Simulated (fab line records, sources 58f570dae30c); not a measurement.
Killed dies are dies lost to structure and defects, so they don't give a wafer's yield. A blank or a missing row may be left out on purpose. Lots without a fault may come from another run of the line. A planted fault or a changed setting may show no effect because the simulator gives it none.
Which tool did it? | flow berkeley_cmos170 | 16 lots, 48 wafers sampled, at 4 steps of a route of 331

WHAT THE GAUGES READ, wafer by wafer
UCB170_PWELL_THK_MEAS_03.
lot  | measured    | on            | PWELL_OXIDE_THK (nm)
L328 | day 3 04:39 | film_metro-03 | 26.0 26.5 26.1
L327 | day 3 04:35 | film_metro-03 | 26.9 26.9 26.4
L329 | day 3 13:14 | film_metro-03 | 27.6 27.2 27.3
L330 | day 3 21:13 | film_metro-02 | 26.3 26.3 26.4
L331 | day 4 02:28 | film_metro-02 | 26.5 26.5 26.3
L332 | day 4 07:55 | film_metro-04 | 26.4 26.1 26.5
L333 | day 4 07:58 | film_metro-03 | 26.3 26.6 26.5
L337 | day 5 06:55 | film_metro-04 | 25.9 25.4 25.9
L336 | day 5 06:53 | film_metro-02 | 26.1 26.4 26.1
L338 | day 5 15:19 | film_metro-04 | 25.9 26.1 26.5
L339 | day 5 15:19 | film_metro-02 | 26.7 26.4 26.6
L340 | day 6 09:44 | film_metro-04 | 27.1 26.9 26.6
L341 | day 6 09:43 | film_metro-02 | 26.2 26.6 26.3
L342 | day 6 09:44 | film_metro-03 | 26.0 25.4 25.9
L343 | day 6 09:47 | film_metro-04 | 25.6 25.6 25.4
L344 | day 6 21:58 | film_metro-03 | 26.9 26.4 26.4

UCB170_NLDD_OVL_MEAS_07.
lot  | measured     | on         | NLDD_OVL (nm)
L328 | day 7 15:20  | overlay-02 | 2 5 -1
L327 | day 7 14:48  | overlay-02 | -3 -10 -4
L329 | day 8 03:32  | overlay-02 | 4 3 5
L330 | day 8 03:53  | overlay-01 | -6 -5 -4
L331 | day 8 14:58  | overlay-02 | -2 -8 -1
L332 | day 8 14:41  | overlay-02 | -8 -6 -6
L333 | day 8 13:53  | overlay-01 | 2 -2 4
L337 | day 9 16:58  | overlay-01 | -2 0 -5
L336 | day 9 16:59  | overlay-02 | 2 13 2
L338 | day 9 17:16  | overlay-01 | 188 185 184
L339 | day 9 17:32  | overlay-01 | 190 187 184
L340 | day 10 13:08 | overlay-02 | -8 2 -4
L341 | day 10 13:27 | overlay-01 | 166 170 173
L342 | day 10 12:53 | overlay-01 | 181 178 179
L343 | day 10 13:47 | overlay-02 | 3 0 -11
L344 | day 10 23:41 | overlay-01 | -9 -3 -5

WHICH TOOL RAN EACH LOT (tool, then ch and the chambers of the sampled wafers, then the start)
lot  | UCB170_ZERO_ETCH_06               | UCB170_NLDD_EXPOSE_03
L328 | rie_diel-03 ch 0,3, day 2 04:35   | krf_scanner-01 ch 0, day 7 14:50
L327 | rie_diel-04 ch 2,3, day 2 04:56   | krf_scanner-01 ch 0, day 7 14:17
L329 | rie_diel-03 ch 0,2, day 2 13:43   | krf_scanner-02 ch 0, day 8 03:01
L330 | rie_diel-02 ch 1,2,3, day 2 18:32 | krf_scanner-01 ch 0, day 8 03:25
L331 | rie_diel-03 ch 0,2,3, day 2 23:25 | krf_scanner-02 ch 0, day 8 14:26
L332 | rie_diel-02 ch 0,1,3, day 3 05:51 | krf_scanner-02 ch 0, day 8 14:12
L333 | rie_diel-03 ch 1,2,3, day 3 06:08 | krf_scanner-01 ch 0, day 8 13:23
L337 | rie_diel-03 ch 2,3, day 3 23:37   | krf_scanner-01 ch 0, day 9 15:25
L336 | rie_diel-04 ch 0,3, day 3 23:45   | krf_scanner-02 ch 0, day 9 15:37
L338 | rie_diel-02 ch 0,1, day 4 10:31   | krf_scanner-01 ch 0, day 9 15:51
L339 | rie_diel-04 ch 0,2,3, day 4 10:32 | krf_scanner-01 ch 0, day 9 15:58
L340 | rie_diel-03 ch 1,3, day 5 02:46   | krf_scanner-02 ch 0, day 10 12:39
L341 | rie_diel-02 ch 0,2, day 5 03:02   | krf_scanner-01 ch 0, day 10 12:56
L342 | rie_diel-03 ch 0,1,2, day 5 09:13 | krf_scanner-01 ch 0, day 10 12:14
L343 | rie_diel-04 ch 1,2,3, day 5 09:51 | krf_scanner-02 ch 0, day 10 13:17
L344 | rie_diel-03 ch 0,2,3, day 5 22:27 | krf_scanner-02 ch 0, day 10 23:02
- UCB170_ZERO_ETCH_06: etches SiO2 in CHF3/CF4/Ar, time 12 s.
- UCB170_NLDD_EXPOSE_03: exposes mask NSELECT, target cd 1200 nm.

WHAT THE TOOLS THEMSELVES READ (means of the sampled wafers that have a number; where no wafer has one, the mark that the record gives instead)
UCB170_ZERO_ETCH_06.
lot  | tool        | drypump_motor_current_A (A) | oes_product_au (a.u.) | throttle_valve_pct (%)
L328 | rie_diel-03 | 5.8                         | 0.628                 | 9.32
L327 | rie_diel-04 | 5.8                         | 0.625                 | 9.27
L329 | rie_diel-03 | 6.0                         | 0.618                 | 9.09
L330 | rie_diel-02 | 5.9                         | 0.624                 | 9.18
L331 | rie_diel-03 | 5.9                         | 0.617                 | 9.21
L332 | rie_diel-02 | 6.2                         | 0.613                 | 9.14
L333 | rie_diel-03 | 5.9                         | 0.622                 | 9.17
L337 | rie_diel-03 | 5.9                         | 0.631                 | 9.31
L336 | rie_diel-04 | 5.9                         | 0.606                 | 9.34
L338 | rie_diel-02 | 6.4                         | 0.617                 | 9.18
L339 | rie_diel-04 | 6.0                         | 0.613                 | 9.25
L340 | rie_diel-03 | 5.8                         | 0.619                 | 9.15
L341 | rie_diel-02 | 5.9                         | 0.623                 | 9.26
L342 | rie_diel-03 | 5.9                         | 0.617                 | 9.07
L343 | rie_diel-04 | 5.8                         | 0.620                 | 9.31
L344 | rie_diel-03 | 5.9                         | 0.624                 | 9.20

THE ANSWER, worked out from the rows above alone
Rule: what is usual is taken from the lots themselves. Put in order of their means at a reading, lots are off if they are a third of the lots or fewer, leave a main group of 4 or more, and stand apart from it by a gap of 3 or more times the standard deviation of the main group's means; of several such gaps the widest counts. A main group whose means are all the same, to the digits that the tables above print for the reading, isn't used. A lot without any number at a reading at which 4 lots or more have one is off too. The other lots that the step has rows for count as sound. The gauges are gone through in route order, then the tools' own readings, and for those a lot's mean is taken as printed above. The first step at which some lot is off is used, and at that step the reading that is off furthest; a lot without a number counts as furthest.
Off: L338, L339, L341, L342, at UCB170_NLDD_OVL_MEAS_07 (NLDD_OVL). The main group: mean -2 nm, standard deviation 3.9.
A tool fits if, at a process step before that reading, it ran every lot that is off, and no sound lot after the first of them. The gauges at UCB170_NLDD_OVL_MEAS_07 are tried like those tools. One fits: krf_scanner-01 at UCB170_NLDD_EXPOSE_03. Its last sound lot is L337 (day 9 15:25), its first lot that is off L338 (day 9 15:51): a fault that began between those two fits.

WHAT THE SIMULATOR HAD PUT IN
Scanner matching overlay: krf_scanner-01, from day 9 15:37 on, at UCB170_NLDD_EXPOSE_03. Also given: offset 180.
Lots struck among those shown: L338, L339, L341, L342. The rule above found the same.
